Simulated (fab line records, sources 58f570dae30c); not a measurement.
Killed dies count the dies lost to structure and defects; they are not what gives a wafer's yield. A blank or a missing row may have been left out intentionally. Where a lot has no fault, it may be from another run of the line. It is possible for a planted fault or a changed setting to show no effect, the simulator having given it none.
Chamber matching ; flow berkeley_cmos170 ; UCB170_NWELL_WET_ETCH_18 on wet_bench-02 has 3 sister chambers
The step etches Si3N4 in H3PO4, time 14400 s. 16 wafers are shown with their chamber, then 8 later ones without.

EACH WAFER AND ITS CHAMBER
wafer;chamber;bath_heat_duty_pct (%);bath_guard_temp_C (C)
L201.1;1;22.6;159.5
L201.3;1;24.5;159.2
L201.5;1;22.3;159.8
L204.2;1;24.6;159.5
L204.5;1;24.0;159.8
L204.6;1;22.6;159.5
L206.1;3;27.9;160.0
L206.4;3;26.2;159.7
L206.5;3;26.3;160.0
L207.1;3;26.0;159.6
L207.3;3;23.8;159.8
L207.5;3;24.1;159.5
L208.1;0;28.9;159.7
L208.4;0;30.1;160.0
L208.6;0;30.0;159.9
L212.3;3;25.1;159.7

SIGNATURES (means of the wafers above)
reading;chamber 0;chamber 1;chamber 3;scatter within a chamber
bath_heat_duty_pct;29.667;23.433;25.629;1.19
bath_guard_temp_C;159.867;159.550;159.757;0.2
Rule: for a wafer and a chamber, the distance is found by dividing, reading by reading, the gap between the wafer's reading and the chamber's mean by the reading's scatter, squaring, summing and taking the root. The wafer belongs to the nearest chamber; if the next one is less than 2 further off, it can't be placed. The scatter: take each reading less its chamber's mean, square it, sum over the shown wafers, divide by the number of wafers less the number of chambers, and take the root.

WAFERS WHOSE CHAMBER IS MISSING
wafer;bath_heat_duty_pct (%);bath_guard_temp_C (C)
L212.5;26.0;159.8
L212.6;27.4;159.9
L217.2;24.7;159.0
L217.5;22.0;159.2
L217.6;21.7;159.5
L220.3;26.9;160.0
L220.5;25.5;159.7
L220.6;27.2;160.1

CHAMBER TAKEN BY EACH
wafer;from the rows above;in truth
L212.5;3;3
L212.6;can't be placed: 3 or 0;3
L217.2;can't be placed: 1 or 3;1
L217.5;1;1
L217.6;1;1
L220.3;can't be placed: 3 or 0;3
L220.5;can't be placed: 3 or 1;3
L220.6;can't be placed: 3 or 0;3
3 of 8 placed correctly. From these rows, 5 cannot be placed; in 5 the true chamber is one of the candidates. Number placed wrongly: 0.
